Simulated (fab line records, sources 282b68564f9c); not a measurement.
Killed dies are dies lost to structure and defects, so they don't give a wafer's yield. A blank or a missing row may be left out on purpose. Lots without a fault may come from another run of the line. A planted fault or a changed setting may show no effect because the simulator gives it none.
fab line records | flow rit_cmos
record lots=6 wafers=18 last_day=7
route steps=202 shown PSD@144 SDANNEAL@153 NSD@158 PLDD@159 NLDD@160 M1@202
lots that met no fault: from a run of the same line without faults
start_h: hours from the record's first day to the start of the lot's first wafer shown | wait_h: hours since the lot's step before | " the same as in the row above | L1.1+2: a row that stands for several wafers | - no value, or no start given | * or withheld: withheld | < > ~ a bound
route shown NAME@n: a module of which the file shows steps, and the number in the route of the first | usual: mean/standard deviation of fault-free wafers | same: alike in all rows | chamber/n: place in a boat | sites: the reading at each site | _std_site: their standard deviation | _edge_site: outer sites' mean less inner sites' | radius_mm: how far each site lies from the wafer's centre | mask NAME#n: copy n | behind: the tool/chamber that last shaped the wafer | hold: why the lot was held/for how many hours/how that ended | device: the transistor (n, p or np) that didn't switch | end of line: the same wafers' tests at the end of the route | a step without rows: its recipe alone | killed: dies lost to structure and defects at the first sort, not the wafer's yield | map: a wafer's dies, x killed, . not, _ none there
set.NAME: the setting as run; set.NAME@STEP: as run at that earlier step | model.NAME: the simulator's own value behind a step, which no gauge read
lots at some steps of the route; a table a step, a row a wafer
services: from which hour (start_h, from the record's first day; less than 0 if before it) a tool's chamber was out of use, for how many hours, and why
## steps
# step RIT_PSD_SOFTBAKE_02
# recipe resist=NOVOLAK temp_c=90 time_s=60
# step RIT_PSD_EXPOSE_03
# recipe mask_id=M10 na=0.57 target_cd_nm=40900 dose_mj=250
# step RIT_PSD_PEB_04
# recipe resist=NOVOLAK temp_c=withheld time_s=withheld
# step RIT_PSD_DEVELOP_05
# recipe resist=NOVOLAK develop_time_s=50 dev_temp_c=23
# step RIT_PSD_OVL_MEAS_06
# usual PSD_OVL=0.9/1.4
# columns lot.wafer tool chamber start_h wait_h PSD_OVL[nm]
L955.1 overlay-02 - 78.16 - 1.8
L955.2 " - " " 0.5
L955.4 " - " " -0.1
L956.1 overlay-02 - 80.09 - 0.8
L956.3 " - " " 0.3
L956.5 " - " " 0.9
L968.3 overlay-01 - 138.12 - 1.7
L968.4 " - " " 0.4
L968.5 " - " " 1.5
L970.1 overlay-02 - 150.00 - 3.0
L970.3 " - " " 3.0
L970.6 " - " " 2.0
L971.3 overlay-02 - 155.16 - -0.2
L971.5 " - " " 0.5
L971.6 " - " " -0.9
L973.1 overlay-01 - 164.70 - 1.4
L973.2 " - " " 1.8
L973.4 " - " " 1.5
# step RIT_PSD_HARDBAKE_07
# recipe resist=NOVOLAK temp_c=140 time_s=60
# step RIT_PSD_IMPLANT_08
# recipe species=BF2 energy_kev=27 dose_cm2=5e+15 tilt_deg=7
# step RIT_PSD_STRIP_09
# recipe chemistry=O2 time_s=180 resist=NOVOLAK platen_temp_c=withheld power_w=500 pressure_mtorr=4000 o2_flow_sccm=4000
# usual drypump_motor_current_A=5.6/0.63 rf_refl_power_W=5.9/0.54
# columns lot.wafer tool chamber start_h wait_h drypump_motor_current_A rf_hours_counter_h rf_refl_power_W
L955.1 plasma_asher-04 0 78.49 0.1 6.0 45 6.9
L955.2 " 1 " " 5.4 45 5.6
L955.4 " 1 " " 5.3 - 5.7
L956.1 plasma_asher-01 1 80.42 0.1 5.0 41 6.5
L956.3 " 0 " " 6.5 - 4.8
L956.5 " 1 " " 5.0 - 6.7
L968.3 plasma_asher-02 1 138.50 0.1 4.9 - 5.8
L968.4 " 0 " " 6.2 - 6.1
L968.5 " 0 " " 6.3 - 5.3
L970.1 plasma_asher-02 0 150.33 0.1 6.2 3 5.9
L970.3 " 1 " " 4.9 - 6.3
L970.6 " 0 " " 6.2 - 5.5
L971.3 plasma_asher-02 0 155.54 0.1 6.2 - 6.1
L971.5 " 1 " " 4.9 - 6.2
L971.6 " 0 " " 6.2 - 5.9
L973.1 plasma_asher-04 0 165.04 0.1 6.0 54 6.7
L973.2 " 1 " " 5.3 54 5.5
L973.4 " 0 " " 6.0 - 6.5
# step RIT_PSD_TW_MEAS_10
# usual PSD_TW=3429/15
# columns lot.wafer tool chamber start_h wait_h PSD_TW
L955.1 film_metro-03 - 78.67 0.1 3424
L955.2 " - " " 3432
L955.4 " - " " 3421
L956.1 film_metro-04 - 80.60 0.1 3462
L956.3 " - " " 3440
L956.5 " - " " 3427
L968.3 film_metro-02 - 138.64 0.1 3413
L968.4 " - " " 3394
L968.5 " - " " 3404
L970.1 film_metro-02 - 150.51 0.1 3417
L970.3 " - " " 3409
L970.6 " - " " 3417
L971.3 film_metro-02 - 155.68 0.1 3419
L971.5 " - " " 3441
L971.6 " - " " 3425
L973.1 film_metro-02 - 165.21 0.1 3405
L973.2 " - " " 3419
L973.4 " - " " 3422
# step RIT_SDANNEAL_CLEAN_00
# recipe chemistry=SC1 mix=3:3:50 time_s=600 temp_c=75
# step RIT_SDANNEAL_CLEAN_01
# recipe chemistry=dHF dilution=50:1 time_s=30
# step RIT_SDANNEAL_CLEAN_02
# recipe chemistry=SC2 mix=3:3:50 time_s=600 temp_c=75 dry=n2_spin
# step RIT_SDANNEAL_RTA_03
# recipe temp_c=1050 time_s=5 idle_temp_c=600 ramp_up_c_per_s=342 ramp_down_c_per_s=171 cool_to_c=600 ambient=N2
# usual chamber_o2_ppm=2.000/0.024 wafer_temp_C_max=1053.3/0.96
# columns lot.wafer tool chamber start_h wait_h chamber_o2_ppm wafer_temp_C_max
L955.1 rtp_anneal-02 0 79.10 0.0 1.985 1053.3
L955.2 " 0 " " 1.980 1052.4
L955.4 " 0 " " 1.968 1052.7
L956.1 rtp_anneal-01 0 81.04 0.0 1.977 1054.4
L956.3 " 0 " " 1.999 1052.3
L956.5 " 0 " " 1.991 1053.4
L968.3 rtp_anneal-01 0 139.07 0.0 1.969 1054.0
L968.4 " 0 " " 2.019 1052.9
L968.5 " 0 " " 1.959 1054.2
L970.1 rtp_anneal-01 0 151.11 0.0 1.994 1053.7
L970.3 " 0 " " 1.991 1055.4
L970.6 " 0 " " 1.966 1053.6
L971.3 rtp_anneal-02 0 156.10 0.0 2.056 1052.6
L971.5 " 0 " " 2.042 1055.1
L971.6 " 0 " " 2.033 1052.6
L973.1 rtp_anneal-02 0 165.67 0.0 2.029 1053.7
L973.2 " 0 " " 2.023 1052.8
L973.4 " 0 " " 2.029 1053.2
# step RIT_SDANNEAL_RS_MEAS_04
# recipe thk_meas_gauge=four-point-probe
# usual PSD_RS=115.93/0.29
# columns lot.wafer tool chamber start_h wait_h PSD_RS[ohm/sq]
L955.1 film_metro-02 - 79.16 0.0 116.27
L955.2 " - " " 116.08
L955.4 " - " " 116.05
L956.1 film_metro-02 - 81.10 0.0 115.89
L956.3 " - " " 115.83
L956.5 " - " " 116.09
L968.3 film_metro-03 - 139.15 0.1 96.12
L968.4 " - " " 96.14
L968.5 " - " " 95.93
L970.1 film_metro-02 - 151.17 0.0 96.12
L970.3 " - " " 96.26
L970.6 " - " " 96.11
L971.3 film_metro-03 - 156.18 0.1 115.94
L971.5 " - " " 115.63
L971.6 " - " " 115.76
L973.1 film_metro-03 - 165.73 0.0 116.77
L973.2 " - " " 116.14
L973.4 " - " " 116.57
# step RIT_SDANNEAL_RS_MEAS_05
# recipe thk_meas_gauge=four-point-probe
# usual NSD_RS=84.45/0.27
# columns lot.wafer tool chamber start_h wait_h NSD_RS[ohm/sq]
L955.1 film_metro-02 - 79.28 0.1 84.53
L955.2 " - " " 84.62
L955.4 " - " " 84.60
L956.1 film_metro-02 - 81.22 0.1 84.47
L956.3 " - " " 84.61
L956.5 " - " " 84.69
L968.3 film_metro-03 - 139.27 0.1 83.66
L968.4 " - " " 83.46
L968.5 " - " " 83.83
L970.1 film_metro-02 - 151.29 0.1 83.10
L970.3 " - " " 83.15
L970.6 " - " " 83.43
L971.3 film_metro-03 - 156.30 0.1 84.27
L971.5 " - " " 84.62
L971.6 " - " " 84.48
L973.1 film_metro-03 - 165.85 0.1 84.54
L973.2 " - " " 85.00
L973.4 " - " " 84.36
# step RIT_SDANNEAL_RS_MEAS_06
# recipe thk_meas_gauge=four-point-probe
# usual PLDD_RS=178.7/0.44
# columns lot.wafer tool chamber start_h wait_h PLDD_RS[ohm/sq]
L955.1 film_metro-02 - 79.40 0.1 178.5
L955.2 " - " " 178.7
L955.4 " - " " 178.9
L956.1 film_metro-02 - 81.34 0.1 178.5
L956.3 " - " " 178.5
L956.5 " - " " 178.3
L968.3 film_metro-03 - 139.39 0.1 161.0
L968.4 " - " " 161.6
L968.5 " - " " 161.5
L970.1 film_metro-02 - 151.41 0.1 161.5
L970.3 " - " " 161.2
L970.6 " - " " 161.5
L971.3 film_metro-03 - 156.42 0.1 178.6
L971.5 " - " " 178.8
L971.6 " - " " 178.7
L973.1 film_metro-03 - 165.97 0.1 179.4
L973.2 " - " " 179.2
L973.4 " - " " 179.2
# step RIT_SDANNEAL_RS_MEAS_07
# recipe thk_meas_gauge=four-point-probe
# usual NLDD_RS=151.7/0.48
# columns lot.wafer tool chamber start_h wait_h NLDD_RS[ohm/sq]
L955.1 film_metro-02 - 79.52 0.1 151.9
L955.2 " - " " 151.4
L955.4 " - " " 152.1
L956.1 film_metro-02 - 81.46 0.1 152.0
L956.3 " - " " 151.5
L956.5 " - " " 151.7
L968.3 film_metro-03 - 139.51 0.1 151.4
L968.4 " - " " 150.7
L968.5 " - " " 150.8
L970.1 film_metro-02 - 151.53 0.1 151.0
L970.3 " - " " 151.1
L970.6 " - " " 150.6
L971.3 film_metro-03 - 156.54 0.1 151.9
L971.5 " - " " 152.1
L971.6 " - " " 152.0
L973.1 film_metro-03 - 166.09 0.1 151.7
L973.2 " - " " 151.7
L973.4 " - " " 151.8
# step RIT_M1_PROBE_99
# usual killed_at_front_end=7/3.1 killed_dies=7/3.1 killed_open=3.5/2.2 killed_short=3.3/1.9
# same gross_dies=264 killed_at_M0_to_M3=0 killed_at_M4_up=0 killed_at_back_side=0 killed_at_contacts=0 killed_at_other=0
# columns lot.wafer tool chamber start_h wait_h killed_at_front_end killed_dies killed_open killed_short
L955.1 prober-01 - 86.57 0.2 6 6 5 1
L955.2 prober-01 - 86.62 0.2 6 6 3 3
L955.4 prober-01 - 86.72 0.2 7 7 4 3
L956.1 prober-01 - 88.63 0.1 9 9 5 4
L956.3 prober-01 - 88.73 0.2 9 9 5 4
L956.5 prober-01 - 88.83 0.2 9 9 3 6
L968.3 prober-01 - 146.74 0.2 7 7 3 4
L968.4 prober-01 - 146.79 0.2 6 6 3 3
L968.5 prober-01 - 146.84 0.2 9 9 4 5
L970.1 prober-01 - 158.52 0.1 12 12 7 5
L970.3 prober-01 - 158.62 0.2 8 8 6 2
L970.6 prober-01 - 158.77 0.2 10 10 5 5
L971.3 prober-02 - 163.75 0.2 24 24 13 11
L971.5 prober-02 - 163.85 0.2 17 17 12 5
L971.6 prober-02 - 163.90 0.2 14 14 5 9
L973.1 prober-01 - 173.55 0.1 6 6 5 1
L973.2 prober-01 - 173.60 0.1 4 4 1 3
L973.4 prober-01 - 173.70 0.2 10 10 4 6
# killed by level:class
L955.1 SPACER:geometric_particle:open=2 FOX2:geometric_particle:open=1 GATE:geometric_particle:open=1 REOX:geometric_particle:short=1 REOX:geometric_particle:open=1
L955.2 GATE:geometric_particle:open=2 GATE:geometric_particle:short=1 SPACER:geometric_particle:open=1 SPACER:geometric_particle:short=1 SILICIDE:geometric_particle:short=1
L955.4 FOX2:geometric_particle:open=2 FOX1:geometric_particle:open=1 GATE:geometric_particle:open=1 GATE:geometric_particle:short=1 SPACER:geometric_particle:short=1 SILICIDE:geometric_particle:short=1
L956.1 GATE:geometric_particle:short=2 GATE:geometric_particle:open=2 SILICIDE:geometric_particle:open=2 FOX2:geometric_particle:short=1 REOX:geometric_particle:open=1 SILICIDE:geometric_particle:short=1
L956.3 GATE:geometric_particle:open=2 GATE:geometric_particle:short=2 FOX2:geometric_particle:open=1 REOX:geometric_particle:open=1 SPACER:geometric_particle:open=1 SPACER:geometric_particle:short=1 SILICIDE:geometric_particle:short=1
L956.5 FOX2:geometric_particle:short=3 GATE:geometric_particle:open=3 FOX1:geometric_particle:short=1 GATE:geometric_particle:short=1 REOX:geometric_particle:short=1
L968.3 FOX1:geometric_particle:open=2 REOX:geometric_particle:short=2 GATE:geometric_particle:open=1 SPACER:geometric_particle:short=1 SILICIDE:geometric_particle:short=1
L968.4 GATE:geometric_particle:short=2 GATE:geometric_particle:open=1 REOX:geometric_particle:short=1 REOX:geometric_particle:open=1 SPACER:geometric_particle:open=1
L968.5 REOX:geometric_particle:short=3 GATE:geometric_particle:short=2 GATE:geometric_particle:open=2 SPACER:geometric_particle:open=1 SILICIDE:geometric_particle:open=1
L970.1 FOX2:geometric_particle:short=3 FOX2:geometric_particle:open=2 SILICIDE:geometric_particle:open=2 FOX1:geometric_particle:open=1 GATE:geometric_particle:short=1 GATE:geometric_particle:open=1 REOX:geometric_particle:open=1 REOX:geometric_particle:short=1
L970.3 FOX2:geometric_particle:open=3 SILICIDE:geometric_particle:open=2 REOX:geometric_particle:open=1 SPACER:geometric_particle:short=1 SILICIDE:geometric_particle:short=1
L970.6 SILICIDE:geometric_particle:short=3 FOX1:geometric_particle:open=2 REOX:geometric_particle:short=2 GATE:geometric_particle:open=1 REOX:geometric_particle:open=1 SPACER:geometric_particle:open=1
L971.3 SPACER:geometric_particle:open=6 GATE:geometric_particle:short=5 SPACER:geometric_particle:short=3 FOX1:geometric_particle:open=2 GATE:geometric_particle:open=2 REOX:geometric_particle:open=2 ACTIVE:geometric_particle:open=1 FOX1:geometric_particle:short=1
L971.5 FOX1:geometric_particle:open=4 GATE:geometric_particle:open=4 REOX:geometric_particle:short=3 GATE:geometric_particle:short=2 REOX:geometric_particle:open=2 FOX2:geometric_particle:open=1 SPACER:geometric_particle:open=1
L971.6 GATE:geometric_particle:short=6 GATE:geometric_particle:open=3 FOX1:geometric_particle:short=1 REOX:geometric_particle:open=1 REOX:geometric_particle:short=1 SPACER:geometric_particle:short=1 SPACER:geometric_particle:open=1
L973.1 REOX:geometric_particle:open=2 FOX1:geometric_particle:open=1 SPACER:geometric_particle:open=1 SILICIDE:geometric_particle:short=1 SILICIDE:geometric_particle:open=1
L973.2 FOX1:geometric_particle:short=2 FOX2:geometric_particle:short=1 SILICIDE:geometric_particle:open=1
L973.4 SILICIDE:geometric_particle:short=3 FOX1:geometric_particle:open=2 FOX1:geometric_particle:short=2 GATE:geometric_particle:short=1 GATE:geometric_particle:open=1 SILICIDE:geometric_particle:open=1
## services
# columns tool chamber start_h hours kind
plasma_asher-02 - 80.01 1.5 repair
plasma_asher-04 - 99.22 2.8 pm
plasma_asher-02 - 108.75 9.0 pm
plasma_asher-02 0 108.75 9.0 vent_cycle
plasma_asher-02 1 108.75 9.0 vent_cycle
plasma_asher-02 0 117.75 - clean
plasma_asher-02 1 117.75 - clean
plasma_asher-02 - 137.37 1.0 repair
plasma_asher-01 - 140.96 4.8 repair
## key
first_sign step=RIT_SDANNEAL_RS_MEAS_04 reading=PSD_RS direction=down sigmas=69 usual=115.93 struck=96.11
effect step=RIT_SDANNEAL_RS_MEAS_05 reading=NSD_RS direction=down sigmas=3.7 usual=84.45 struck=83.44
effect step=RIT_SDANNEAL_RS_MEAS_06 reading=PLDD_RS direction=down sigmas=40 usual=178.7 struck=161.4
effect step=RIT_SDANNEAL_RS_MEAS_07 reading=NLDD_RS direction=down sigmas=1.7 usual=151.7 struck=150.9
met_at RIT_SDANNEAL_RTA_03
struck_wafers L968.3,L968.4,L968.5,L970.1,L970.3,L970.6
tester_left_out L968,L970
onset_between 81.04 139.07
fault kind=process_parameter_drift tool=rtp_anneal-01 chamber=- onset_h=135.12 steps=RIT_SDANNEAL_RTA_03 channel=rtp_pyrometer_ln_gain offset=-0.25 shape=step end_h=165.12
# tester_left_out: of these lots the tester's yield and bins aren't shown, on N5 and GAA mostly nor the transistor test; their killed dies are dies lost to structure and defects alone, not to doping, threshold or leakage, so they don't give the yield
